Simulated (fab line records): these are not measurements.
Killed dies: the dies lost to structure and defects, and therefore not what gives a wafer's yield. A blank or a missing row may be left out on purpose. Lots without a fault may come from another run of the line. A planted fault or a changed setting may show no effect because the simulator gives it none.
Which of the tools did it? :: flow berkeley cmos170 :: Sampling: 15 lots, 45 wafers, 3 of 331 route steps

## WHAT THE GAUGES READ, wafer by wafer
UCB170_M2_THK_MEAS_03: measures by xrf. Usual: for M2_AL_THK the level is 880 nm and the standard deviation is 9.1.
lot: L268
measured: day 8 06:18
on: film metro-04
M2_AL_THK (nm): 889 870 880
flag: 

lot: L271
measured: day 8 18:35
on: film metro-02
M2_AL_THK (nm): 877 886 878
flag: 

lot: L270
measured: day 8 21:50
on: film metro-02
M2_AL_THK (nm): 869 882 873
flag: 

lot: L272
measured: day 9 07:14
on: film metro-02
M2_AL_THK (nm): 867 870 878
flag: 

lot: L273
measured: day 9 08:25
on: film metro-03
M2_AL_THK (nm): 889 886 880
flag: 

lot: L276
measured: day 10 14:05
on: film metro-04
M2_AL_THK (nm): 872 881 888
flag: 

lot: L281
measured: day 11 03:37
on: film metro-03
M2_AL_THK (nm): 895 885 890
flag: 

lot: L282
measured: day 11 15:40
on: film metro-02
M2_AL_THK (nm): 875 881 879
flag: 

lot: L284
measured: day 11 18:13
on: film metro-02
M2_AL_THK (nm): 848 871 870
flag: 

lot: L285
measured: day 12 10:35
on: film metro-02
M2_AL_THK (nm): 879 868 868
flag: 

lot: L286
measured: day 12 10:47
on: film metro-03
M2_AL_THK (nm): 883 882 876
flag: 

lot: L287
measured: day 12 17:48
on: film metro-04
M2_AL_THK (nm): 890 894 887
flag: 

lot: L288
measured: day 13 04:29
on: film metro-03
M2_AL_THK (nm): 897 902 891
flag: 

lot: L291
measured: day 13 19:02
on: film metro-02
M2_AL_THK (nm): 876 877 882
flag: 

lot: L289
measured: day 13 20:40
on: film metro-02
M2_AL_THK (nm): 868 886 883
flag: 

UCB170_V2_CD_MEAS_12 targets a cd of 700 nm. Usual: cd nm at 700.3 nm, with a standard deviation of 1.6.
lot: L268
measured: day 8 10:52
on: cd sem-01
cd nm (nm): 700.9 701.8 701.1
flag: 

lot: L271
measured: day 8 22:59
on: cd sem-01
cd nm (nm): 698.8 700.3 700.5
flag: 

lot: L270
measured: day 9 02:22
on: cd sem-01
cd nm (nm): 703.6 703.1 702.6
flag: 

lot: L272
measured: day 9 11:15
on: cd sem-02
cd nm (nm): 697.5 698.1 698.8
flag: 

lot: L273
measured: day 9 12:49
on: cd sem-01
cd nm (nm): 700.0 700.3 700.3
flag: 

lot: L276
measured: day 10 19:01
on: cd sem-02
cd nm (nm): 700.1 699.9 699.8
flag: 

lot: L281
measured: day 11 07:59
on: cd sem-02
cd nm (nm): 700.9 700.7 701.3
flag: 

lot: L282
measured: day 11 21:34
on: cd sem-01
cd nm (nm): 702.7 701.4 703.0
flag: 

lot: L284
measured: day 11 23:23
on: cd sem-02
cd nm (nm): 700.3 701.0 699.8
flag: 

lot: L285
measured: day 12 15:08
on: cd sem-01
cd nm (nm): 702.2 702.9 703.2
flag: 

lot: L286
measured: day 12 16:15
on: cd sem-01
cd nm (nm): 699.0 699.2 698.2
flag: 

lot: L287
measured: day 12 23:08
on: cd sem-02
cd nm (nm): 699.4 699.4 701.1
flag: 

lot: L288
measured: day 13 08:49
on: cd sem-02
cd nm (nm): 700.8 702.7 700.9
flag: 

lot: L291
measured: day 13 23:14
on: cd sem-01
cd nm (nm): 699.2 698.9 699.2
flag: 

lot: L289
measured: day 14 00:38
on: cd sem-01
cd nm (nm): 701.1 700.9 700.8
flag: 

UCB170_V2_OVL_MEAS_13. Usual: for V2_OVL the level is 0 nm and the standard deviation is 5.
lot: L268
measured: day 8 10:59
on: overlay-01
V2_OVL (nm): -5 10 6
flag: 

lot: L271
measured: day 8 23:06
on: overlay-02
V2_OVL (nm): 8 -1 4
flag: 

lot: L270
measured: day 9 02:26
on: overlay-01
V2_OVL (nm): -3 4 -3
flag: 

lot: L272
measured: day 9 11:22
on: overlay-02
V2_OVL (nm): -5 -3 -15
flag: 

lot: L273
measured: day 9 12:55
on: overlay-01
V2_OVL (nm): -4 2 -8
flag: 

lot: L276
measured: day 10 19:07
on: overlay-01
V2_OVL (nm): 3 4 1
flag: 

lot: L281
measured: day 11 08:06
on: overlay-01
V2_OVL (nm): 6 0 -6
flag: 

lot: L282
measured: day 11 21:41
on: overlay-01
V2_OVL (nm): 3 12 -5
flag: 

lot: L284
measured: day 11 23:29
on: overlay-01
V2_OVL (nm): -2 -7 -4
flag: 

lot: L285
measured: day 12 15:15
on: overlay-02
V2_OVL (nm): -3 5 1
flag: 

lot: L286
measured: day 12 16:22
on: overlay-01
V2_OVL (nm): -6 -3 7
flag: 

lot: L287
measured: day 12 23:16
on: overlay-01
V2_OVL (nm): -4 0 4
flag: 

lot: L288
measured: day 13 08:56
on: overlay-02
V2_OVL (nm): 0 2 -1
flag: 

lot: L291
measured: day 13 23:19
on: overlay-02
V2_OVL (nm): 6 -2 0
flag: 

lot: L289
measured: day 14 00:45
on: overlay-01
V2_OVL (nm): -8 -3 -5
flag: 

## EACH LOT AND THE TOOL THAT RAN IT (in order: tool; ch and the chambers of the sampled wafers; start)
The record holds no process step before these readings.

## AS READ BY THE TOOLS THEMSELVES (means over the sampled wafers that have a number; for cases with no such wafer, the mark the record gives instead)
The record holds no such reading with a usual standard deviation.

## THE ANSWER, worked out from the rows above alone
Rule: a lot counts as off when the mean over its wafers that have a number is more than 3 standard deviations away from the usual mean. Also off: a lot with no number at a reading for which 4 or more lots have one. The other lots that the step has rows for count as sound. Order of review: gauges by route order, followed by the tools' own readings, for which a lot's mean as printed above is used. The first step at which some lot is off is used, and at that step the reading that is off furthest; a lot without a number counts as furthest.
None of the lots is off at any reading shown; this tells nothing.

## WHAT THE SIMULATOR PUT IN
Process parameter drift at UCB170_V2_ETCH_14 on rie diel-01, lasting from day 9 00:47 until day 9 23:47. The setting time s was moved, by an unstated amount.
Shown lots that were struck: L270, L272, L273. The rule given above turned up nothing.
